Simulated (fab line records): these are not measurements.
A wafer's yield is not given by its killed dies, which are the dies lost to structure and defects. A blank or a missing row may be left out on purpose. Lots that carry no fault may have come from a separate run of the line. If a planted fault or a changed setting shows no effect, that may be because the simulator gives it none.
One fault through the eyes of 2 desks -- flow berkeley cmos170 -- each desk holds nothing but its own numbers, with what lay behind them at the end

## AT THE METROLOGY DESK
Lot by lot, what the gauges showed, no matter which tool ran the lot: averages of those sampled wafers that carry a number. The brackets show how far a lot's mean lies from the usual mean; more than 4 standard deviations puts the lot out of limits, marked OUT.
Columns: A = CONTACT_PSG_THK at UCB170_CONTACT_THK_MEAS_02, usual 700 nm
lot,first seen here,A
L785,day 6 16:06,699
L784,day 6 16:07,694
L786,day 6 22:03,717
L787,day 7 12:02,705
L789,day 7 13:49,708
L788,day 7 13:50,709
L790,day 8 00:19,708
L791,day 8 15:26,698
L796,day 9 06:24,756 (+7.3) OUT
L797,day 9 16:59,748 (+6.3) OUT
L799,day 10 02:29,686
L801,day 10 06:11,696
L803,day 10 20:19,706
L806,day 11 09:47,692
This desk's result: L796, L797 out of limits, first on L796 (CONTACT_PSG_THK at UCB170_CONTACT_THK_MEAS_02), day 9 06:24. Within limits: L785, L784, L786, L787, L789, L788, L790, L791, L799, L801, L803, L806.

## AT THE TOOL OWNER'S DESK: lpcvd-01
The tool's own readings at UCB170_CONTACT_CVD_01 (deposits PSG from SiH4/O2/PH3, target thk 700 nm, time 2820 s): means of the sampled wafers that have a number, for each lot that ran on this tool. The brackets show how far a lot's mean lies from the usual mean; more than 4 standard deviations puts the lot out of limits, marked OUT.
Columns: A = sih4 flow sccm at UCB170_CONTACT_CVD_01, usual 60.01 sccm; B = susceptor temp C at UCB170_CONTACT_CVD_01, usual 450.10 C
lot,first seen here,A,B
L786,day 6 20:16,59.93,449.88
L787,day 7 10:15,60.09,450.18
L788,day 7 12:02,60.03,449.75
L789,day 7 12:02,60.10,450.19
L790,day 7 22:29,60.09,450.26
L796,day 9 04:37,71.98 (+75) OUT,450.50
L797,day 9 15:12,71.79 (+74) OUT,450.05
This desk's verdict: out of limits on L796, L797, starting with L796 at day 9 04:37 (sih4 flow sccm at UCB170_CONTACT_CVD_01). Within limits: L786, L787, L788, L789, L790.

## PUT TOGETHER
At day 9 04:37, on L796, L797, the tool owner's desk was in a position to raise an alarm.
At day 9 06:24 the metrology desk could have sounded an alarm, on L796, L797.
Every lot named ran UCB170_CONTACT_CVD_01 on lpcvd-01.

## WHAT THE SIMULATOR HAD PUT IN
lpcvd-01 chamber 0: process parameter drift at UCB170_CONTACT_CVD_01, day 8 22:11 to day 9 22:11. The setting sih4 flow sccm was moved by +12, starting from 60. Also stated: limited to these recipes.
Lots struck among those shown: L796, L797.
Delay (hours) between the fault's onset and each desk's first out-of-limits reading: 6 at the tool owner's desk, 8 at the metrology desk.
